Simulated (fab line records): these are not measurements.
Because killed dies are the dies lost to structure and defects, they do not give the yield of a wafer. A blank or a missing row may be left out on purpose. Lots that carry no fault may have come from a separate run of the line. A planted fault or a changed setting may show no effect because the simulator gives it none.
Comparing a struck lot with a sound one | flow rit_cmos | 17 steps out of a route of 202
Sound: the wafers L290.3, L290.4, L290.6. Wafers L305.1, L305.2, L305.5 were the ones struck. The cause is named last.
Each step with rows lists, per side, the tool, then ch with its chambers, then its first start. Under that, the readings that differ: sound wafers | struck wafers | difference of the means | sigmas: that difference in standard deviations of wafers without a fault.
alike: readings with means less than 2 such deviations apart, plus words and numbers identical on both sides. not compared: withheld readings, readings lacking a value on some wafer, bounds such as >300 that could conceal the same value, and numbers that have no deviation in the record and whose values overlap.
The two part at a step that has a row with sigmas, a row that says differs or no value, or rows on one side only. When numbers do not overlap yet have no deviation, they are printed without sigmas and do not part them. A reading that every wafer of one side lacks parts them only if that side has two wafers or more.

RIT_NWELL_TW_MEAS_10:
  sound on film_metro-04, day 2 01:58; struck on film_metro-04, day 5 05:19
  alike: NWELL_TW
then, 6 steps without rows for these wafers: RIT_PWELL_HMDS_00 (prime time 60 s); RIT_PWELL_COAT_01 (resist thk 1300 nm); RIT_PWELL_SOFTBAKE_02 (time 60 s); RIT_PWELL_EXPOSE_03 (exposes mask M3, target cd 43700 nm); RIT_PWELL_PEB_04; RIT_PWELL_DEVELOP_05 (develop time 68 s).
RIT_PWELL_OVL_MEAS_06:
  sound on overlay-01, day 2 02:53; struck on overlay-02, day 5 06:22
  alike: PWELL_OVL
then, 2 steps without rows for these wafers: RIT_PWELL_HARDBAKE_07 (time 120 s); RIT_PWELL_IMPLANT_08.
RIT_PWELL_STRIP_09: strips in O2, time 180 s.
  sound on plasma_asher-03 ch 0,1, day 2 03:22; struck on plasma_asher-01 ch 0,1, day 5 06:49
  alike: drypump_motor_current_A
  not compared: rf_hours_counter_h
RIT_PWELL_TW_MEAS_10:
  sound on film_metro-04, day 2 03:31; struck on film_metro-01, day 5 06:59
  reading  | sound       | struck      | difference | sigmas
  PWELL_TW | 941 943 942 | 951 956 957 | +13        | +2
RIT_WELLDRIVE_ANNEAL_00: time 14700 s.
  sound on furnace-01 ch 0, day 2 03:50; struck on furnace-01 ch 0, day 5 07:34
  reading                | sound                | struck               | difference | sigmas
  spike_tc_centre_C (C)  | 1103.3 1102.7 1102.6 | 1094.3 1096.8 1094.9 | -7.5       | -7
  tube_center_temp_C (C) | 1100 1100.1 1100.1   | 1092.2 1092 1092.2   | -7.9       | -82
  tube_center_temp_C_max | 1102.8 1103.1 1102.4 | 1094.7 1095.1 1094.9 | -7.9       | -19
  alike: zone_power_centre_pct
RIT_WELLDRIVE_RS_MEAS_01: the measuring method here is four-point-probe.
  sound on film_metro-04, day 2 08:58; struck on film_metro-03, day 5 12:38
  reading           | sound             | struck            | difference | sigmas
  NWELL_RS (ohm/sq) | 274.5 274.6 275.0 | 285.0 284.6 285.7 | +10.4      | +13
RIT_WELLDRIVE_RS_MEAS_02: the measuring method here is four-point-probe.
  sound on film_metro-04, day 2 09:05; struck on film_metro-03, day 5 12:46
  reading           | sound             | struck            | difference | sigmas
  PWELL_RS (ohm/sq) | 432.4 431.6 430.7 | 438.5 439.0 439.2 | +7.3       | +6
then, 1 step without rows for these wafers: RIT_NRETRO_HMDS_00 (prime time 60 s).
RIT_M1_PROBE_99:
  sound on prober-01, day 3 14:44; struck on prober-01, day 6 20:06
  reading                             | sound                | struck               | difference | sigmas
  model.etest.nwell_pinched.rs_ohm_sq | 333.8 333.1 333.1    | 353.4 351.5 353.3    | +19.4      |
  model.etest.pwell.rs_ohm_sq         | 415.7 419.1 409.9    | 422.4 420.6 426.4    | +8.2       |
  model.etest.field_n.vt_v (V)        | 34.4 34.12 34.44     | 36.1 35.42 36.49     | +1.7       |
  model.etest.field_p_metal.vt_v (V)  | -28.79 -29.9 -29.53  | -28.19 -28.26 -28.16 | +1.20      |
  model.etest.field_p.vt_v (V)        | -12.59 -12.64 -12.58 | -12.24 -12.32 -12.11 | +0.38      |
  model.etest.cap_p_gate.c_min_ff_um2 | 2.342 2.336 2.336    | 2.324 2.333 2.328    | -0.010     |
  alike: killed_at_contacts, killed_at_front_end, killed_dies, killed_open, killed_short

## WHERE THEY PART
First at RIT_PWELL_TW_MEAS_10; last, within this record, at RIT_WELLDRIVE_RS_MEAS_02. Later steps at which nothing parts them and some readings are alike: RIT_M1_PROBE_99.

WHY: whatever the simulator had introduced
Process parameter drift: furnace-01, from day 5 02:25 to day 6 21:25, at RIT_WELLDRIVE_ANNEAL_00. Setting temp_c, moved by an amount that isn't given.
